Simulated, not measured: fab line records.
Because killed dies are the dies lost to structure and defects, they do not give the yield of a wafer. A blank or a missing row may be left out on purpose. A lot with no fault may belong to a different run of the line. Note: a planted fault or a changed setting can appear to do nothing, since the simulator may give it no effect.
Which tool was responsible? :: flow berkeley_cmos170 :: 13 lots, 39 wafers sampled, at 6 steps of a route of 331

WHAT THE GAUGES SHOWED, per wafer
UCB170_FIELD_THK_MEAS_90. Usual: FIELD_OXIDE_LEFT_1_THK typically reads 444 nm, with standard deviation 10.
lot: L412
measured: day 5 18:14
on: film_metro-03
FIELD_OXIDE_LEFT_1_THK (nm): 432 437 428
flag: 

lot: L413
measured: day 5 18:13
on: film_metro-01
FIELD_OXIDE_LEFT_1_THK (nm): 438 438 434
flag: 

lot: L419
measured: day 7 11:06
on: film_metro-01
FIELD_OXIDE_LEFT_1_THK (nm): 457 456 459
flag: 

lot: L421
measured: day 7 22:13
on: film_metro-02
FIELD_OXIDE_LEFT_1_THK (nm): 426 426 435
flag: 

lot: L422
measured: day 7 22:13
on: film_metro-03
FIELD_OXIDE_LEFT_1_THK (nm): 429 433 430
flag: 

lot: L424
measured: day 8 05:11
on: film_metro-02
FIELD_OXIDE_LEFT_1_THK (nm): 452 449 458
flag: 

lot: L425
measured: day 8 15:53
on: film_metro-02
FIELD_OXIDE_LEFT_1_THK (nm): 446 450 439
flag: 

lot: L426
measured: day 8 15:53
on: film_metro-01
FIELD_OXIDE_LEFT_1_THK (nm): 438 449 446
flag: 

lot: L427
measured: day 9 05:25
on: film_metro-02
FIELD_OXIDE_LEFT_1_THK (nm): 452 441 449
flag: 

lot: L428
measured: day 9 05:25
on: film_metro-03
FIELD_OXIDE_LEFT_1_THK (nm): 438 434 442
flag: 

lot: L429
measured: day 9 23:12
on: film_metro-01
FIELD_OXIDE_LEFT_1_THK (nm): 445 435 438
flag: 

lot: L433
measured: day 10 06:50
on: film_metro-01
FIELD_OXIDE_LEFT_1_THK (nm): 439 455 442
flag: 

lot: L435
measured: day 10 20:47
on: film_metro-02
FIELD_OXIDE_LEFT_1_THK (nm): 449 456 459
flag: 

UCB170_NVT_OVL_MEAS_06. Usual: NVT_OVL typically reads 1 nm, with standard deviation 4.8.
lot: L412
measured: day 6 19:15
on: overlay-02
NVT_OVL (nm): - - -
flag: OFF

lot: L413
measured: day 6 18:55
on: overlay-02
NVT_OVL (nm): -3 0 4
flag: 

lot: L419
measured: day 8 10:32
on: overlay-01
NVT_OVL (nm): 1 -2 4
flag: 

lot: L421
measured: day 8 20:06
on: overlay-02
NVT_OVL (nm): 6 4 1
flag: 

lot: L422
measured: day 8 19:52
on: overlay-01
NVT_OVL (nm): 5 8 6
flag: 

lot: L424
measured: day 9 06:06
on: overlay-02
NVT_OVL (nm): -6 -6 -8
flag: 

lot: L425
measured: day 9 13:53
on: overlay-02
NVT_OVL (nm): -2 0 -5
flag: 

lot: L426
measured: day 9 14:06
on: overlay-02
NVT_OVL (nm): -5 1 0
flag: 

lot: L427
measured: day 9 22:31
on: overlay-02
NVT_OVL (nm): 7 8 6
flag: 

lot: L428
measured: day 9 22:46
on: overlay-01
NVT_OVL (nm): -2 0 4
flag: 

lot: L429
measured: day 10 19:37
on: overlay-02
NVT_OVL (nm): 0 3 -2
flag: 

lot: L433
measured: day 11 00:23
on: overlay-01
NVT_OVL (nm): 1 -3 -5
flag: 

lot: L435
measured: day 11 12:25
on: overlay-02
NVT_OVL (nm): 1 1 6
flag: 

UCB170_NVT_TW_MEAS_09. Usual: NVT_TW typically reads 519, with standard deviation 3.8.
lot: L412
measured: day 6 19:33
on: film_metro-04
NVT_TW: 29 30 30
flag: OFF

lot: L413
measured: day 6 19:13
on: film_metro-03
NVT_TW: 524 526 522
flag: 

lot: L419
measured: day 8 11:01
on: film_metro-03
NVT_TW: 526 526 528
flag: 

lot: L421
measured: day 8 20:24
on: film_metro-01
NVT_TW: 517 518 517
flag: 

lot: L422
measured: day 8 20:09
on: film_metro-04
NVT_TW: 517 518 516
flag: 

lot: L424
measured: day 9 06:23
on: film_metro-01
NVT_TW: 520 519 519
flag: 

lot: L425
measured: day 9 14:11
on: film_metro-01
NVT_TW: 516 521 517
flag: 

lot: L426
measured: day 9 14:23
on: film_metro-04
NVT_TW: 514 516 512
flag: 

lot: L427
measured: day 9 22:49
on: film_metro-03
NVT_TW: 522 519 520
flag: 

lot: L428
measured: day 9 23:04
on: film_metro-03
NVT_TW: 519 520 521
flag: 

lot: L429
measured: day 10 19:55
on: film_metro-04
NVT_TW: 515 518 517
flag: 

lot: L433
measured: day 11 00:40
on: film_metro-01
NVT_TW: 516 518 518
flag: 

lot: L435
measured: day 11 12:43
on: film_metro-04
NVT_TW: 516 516 518
flag: 

EACH LOT AND THE TOOL THAT RAN IT (in order: tool; ch and the chambers of the sampled wafers; start)
lot: L412
UCB170_ACTIVE_STRIP_16: plasma_asher-01 ch 0,1, day 4 20:33
UCB170_NVT_EXPOSE_03: krf_scanner-01 ch 0, day 6 18:54
UCB170_NVT_STRIP_08: plasma_asher-04 ch 0,1, day 6 19:27

lot: L413
UCB170_ACTIVE_STRIP_16: plasma_asher-02 ch 0,1, day 4 20:59
UCB170_NVT_EXPOSE_03: krf_scanner-01 ch 0, day 6 18:24
UCB170_NVT_STRIP_08: plasma_asher-03 ch 0,1, day 6 19:08

lot: L419
UCB170_ACTIVE_STRIP_16: plasma_asher-03 ch 0,1, day 6 17:41
UCB170_NVT_EXPOSE_03: krf_scanner-01 ch 0, day 8 10:04
UCB170_NVT_STRIP_08: plasma_asher-04 ch 0,1, day 8 10:45

lot: L421
UCB170_ACTIVE_STRIP_16: plasma_asher-03 ch 0,1, day 7 02:41
UCB170_NVT_EXPOSE_03: krf_scanner-01 ch 0, day 8 19:44
UCB170_NVT_STRIP_08: plasma_asher-03 ch 0,1, day 8 20:19

lot: L422
UCB170_ACTIVE_STRIP_16: plasma_asher-02 ch 1, day 7 02:55
UCB170_NVT_EXPOSE_03: krf_scanner-02 ch 0, day 8 19:29
UCB170_NVT_STRIP_08: plasma_asher-04 ch 1, day 8 20:02

lot: L424
UCB170_ACTIVE_STRIP_16: plasma_asher-02 ch 1, day 7 08:11
UCB170_NVT_EXPOSE_03: krf_scanner-01 ch 0, day 9 04:47
UCB170_NVT_STRIP_08: plasma_asher-04 ch 0,1, day 9 06:17

lot: L425
UCB170_ACTIVE_STRIP_16: plasma_asher-03 ch 0,1, day 7 20:36
UCB170_NVT_EXPOSE_03: krf_scanner-01 ch 0, day 9 13:05
UCB170_NVT_STRIP_08: plasma_asher-04 ch 0,1, day 9 14:04

lot: L426
UCB170_ACTIVE_STRIP_16: plasma_asher-01 ch 0, day 7 20:52
UCB170_NVT_EXPOSE_03: krf_scanner-01 ch 0, day 9 13:11
UCB170_NVT_STRIP_08: plasma_asher-03 ch 0,1, day 9 14:17

lot: L427
UCB170_ACTIVE_STRIP_16: plasma_asher-01 ch 0,1, day 8 06:52
UCB170_NVT_EXPOSE_03: krf_scanner-02 ch 0, day 9 22:09
UCB170_NVT_STRIP_08: plasma_asher-03 ch 0,1, day 9 22:42

lot: L428
UCB170_ACTIVE_STRIP_16: plasma_asher-02 ch 0,1, day 8 13:34
UCB170_NVT_EXPOSE_03: krf_scanner-01 ch 0, day 9 22:23
UCB170_NVT_STRIP_08: plasma_asher-02 ch 0,1, day 9 22:57

lot: L429
UCB170_ACTIVE_STRIP_16: plasma_asher-01 ch 0,1, day 9 03:44
UCB170_NVT_EXPOSE_03: krf_scanner-01 ch 0, day 10 19:02
UCB170_NVT_STRIP_08: plasma_asher-04 ch 0,1, day 10 19:49

lot: L433
UCB170_ACTIVE_STRIP_16: plasma_asher-01 ch 0,1, day 9 11:16
UCB170_NVT_EXPOSE_03: krf_scanner-02 ch 0, day 10 23:27
UCB170_NVT_STRIP_08: plasma_asher-03 ch 0,1, day 11 00:34

lot: L435
UCB170_ACTIVE_STRIP_16: plasma_asher-01 ch 0,1, day 10 02:14
UCB170_NVT_EXPOSE_03: krf_scanner-01 ch 0, day 11 11:57
UCB170_NVT_STRIP_08: plasma_asher-02 ch 0,1, day 11 12:36
- UCB170_ACTIVE_STRIP_16: strips in O2.
- UCB170_NVT_EXPOSE_03: exposes mask PWELL, target cd 3000 nm.
- UCB170_NVT_STRIP_08: strips in O2.

WHAT THE TOOLS THEMSELVES READ (means of the sampled wafers that have a number; where no wafer has one, the mark that the record gives instead)
UCB170_ACTIVE_STRIP_16. Usual: drypump_motor_current_A 5.9 A, standard deviation 0.32; oes_product_au 0.721 a.u., standard deviation 0.004; strip_time_to_endpoint_s 18.10 s, standard deviation 0.063.
lot: L412
tool: plasma_asher-01
drypump_motor_current_A (A): 6.3
oes_product_au (a.u.): 0.720
strip_time_to_endpoint_s (s): 18.07
flag: 

lot: L413
tool: plasma_asher-02
drypump_motor_current_A (A): 6.0
oes_product_au (a.u.): 0.725
strip_time_to_endpoint_s (s): 18.11
flag: 

lot: L419
tool: plasma_asher-03
drypump_motor_current_A (A): 5.5
oes_product_au (a.u.): 0.718
strip_time_to_endpoint_s (s): 18.16
flag: 

lot: L421
tool: plasma_asher-03
drypump_motor_current_A (A): 5.5
oes_product_au (a.u.): 0.719
strip_time_to_endpoint_s (s): 18.14
flag: 

lot: L422
tool: plasma_asher-02
drypump_motor_current_A (A): 6.2
oes_product_au (a.u.): 0.720
strip_time_to_endpoint_s (s): 18.12
flag: 

lot: L424
tool: plasma_asher-02
drypump_motor_current_A (A): 6.2
oes_product_au (a.u.): 0.721
strip_time_to_endpoint_s (s): 18.14
flag: 

lot: L425
tool: plasma_asher-03
drypump_motor_current_A (A): 5.5
oes_product_au (a.u.): 0.719
strip_time_to_endpoint_s (s): 18.07
flag: 

lot: L426
tool: plasma_asher-01
drypump_motor_current_A (A): 6.3
oes_product_au (a.u.): 0.721
strip_time_to_endpoint_s (s): 18.13
flag: 

lot: L427
tool: plasma_asher-01
drypump_motor_current_A (A): 6.3
oes_product_au (a.u.): 0.722
strip_time_to_endpoint_s (s): 18.13
flag: 

lot: L428
tool: plasma_asher-02
drypump_motor_current_A (A): 5.9
oes_product_au (a.u.): 0.719
strip_time_to_endpoint_s (s): 18.15
flag: 

lot: L429
tool: plasma_asher-01
drypump_motor_current_A (A): 6.2
oes_product_au (a.u.): 0.725
strip_time_to_endpoint_s (s): 18.15
flag: 

lot: L433
tool: plasma_asher-01
drypump_motor_current_A (A): 6.3
oes_product_au (a.u.): 0.719
strip_time_to_endpoint_s (s): 18.17
flag: 

lot: L435
tool: plasma_asher-01
drypump_motor_current_A (A): 6.2
oes_product_au (a.u.): 0.723
strip_time_to_endpoint_s (s): 18.10
flag: 

UCB170_NVT_STRIP_08. Usual: drypump_motor_current_A 5.6 A, standard deviation 0.31; oes_product_au 0.735 a.u., standard deviation 0.0048; strip_time_to_endpoint_s 21.62 s, standard deviation 0.059.
lot: L412
tool: plasma_asher-04
drypump_motor_current_A (A): 5.7
oes_product_au (a.u.): 0.735
strip_time_to_endpoint_s (s): 21.58
flag: 

lot: L413
tool: plasma_asher-03
drypump_motor_current_A (A): 5.5
oes_product_au (a.u.): 0.734
strip_time_to_endpoint_s (s): 21.66
flag: 

lot: L419
tool: plasma_asher-04
drypump_motor_current_A (A): 5.4
oes_product_au (a.u.): 0.735
strip_time_to_endpoint_s (s): 21.54
flag: 

lot: L421
tool: plasma_asher-03
drypump_motor_current_A (A): 5.4
oes_product_au (a.u.): 0.735
strip_time_to_endpoint_s (s): 21.55
flag: 

lot: L422
tool: plasma_asher-04
drypump_motor_current_A (A): 5.2
oes_product_au (a.u.): 0.737
strip_time_to_endpoint_s (s): 21.54
flag: 

lot: L424
tool: plasma_asher-04
drypump_motor_current_A (A): 5.4
oes_product_au (a.u.): 0.735
strip_time_to_endpoint_s (s): 21.60
flag: 

lot: L425
tool: plasma_asher-04
drypump_motor_current_A (A): 5.6
oes_product_au (a.u.): 0.730
strip_time_to_endpoint_s (s): 21.56
flag: 

lot: L426
tool: plasma_asher-03
drypump_motor_current_A (A): 5.5
oes_product_au (a.u.): 0.734
strip_time_to_endpoint_s (s): 21.66
flag: 

lot: L427
tool: plasma_asher-03
drypump_motor_current_A (A): 5.5
oes_product_au (a.u.): 0.734
strip_time_to_endpoint_s (s): 21.67
flag: 

lot: L428
tool: plasma_asher-02
drypump_motor_current_A (A): 6.0
oes_product_au (a.u.): 0.733
strip_time_to_endpoint_s (s): 21.66
flag: 

lot: L429
tool: plasma_asher-04
drypump_motor_current_A (A): 5.7
oes_product_au (a.u.): 0.738
strip_time_to_endpoint_s (s): 21.62
flag: 

lot: L433
tool: plasma_asher-03
drypump_motor_current_A (A): 5.5
oes_product_au (a.u.): 0.737
strip_time_to_endpoint_s (s): 21.67
flag: 

lot: L435
tool: plasma_asher-02
drypump_motor_current_A (A): 5.9
oes_product_au (a.u.): 0.732
strip_time_to_endpoint_s (s): 21.66
flag: 

THE ANSWER, worked out from the rows above alone
Rule: a lot counts as off when the mean over its wafers that have a number is more than 3 standard deviations away from the usual mean. A lot without any number at a reading at which 4 lots or more have one is off too. Any other lot the step has rows for is counted as sound. First the gauges in route order, then the tools' own readings, where a lot's mean is used as printed above. At the first step where some lot is off, the reading lying furthest off is the one used; lots without a number count as furthest.
Off: at UCB170_NVT_OVL_MEAS_06 (NVT_OVL), L412. Without a number there: L412.
If a tool, at a process step before that reading, ran all the lots that are off and no sound lot after the first of them, it fits. Not tried: the gauges at UCB170_NVT_OVL_MEAS_06; whatever is off there is also off at UCB170_NVT_TW_MEAS_09, on other tools, and gauge error can't account for it. None of those tried fits.

WHAT WAS PUT IN BY THE SIMULATOR
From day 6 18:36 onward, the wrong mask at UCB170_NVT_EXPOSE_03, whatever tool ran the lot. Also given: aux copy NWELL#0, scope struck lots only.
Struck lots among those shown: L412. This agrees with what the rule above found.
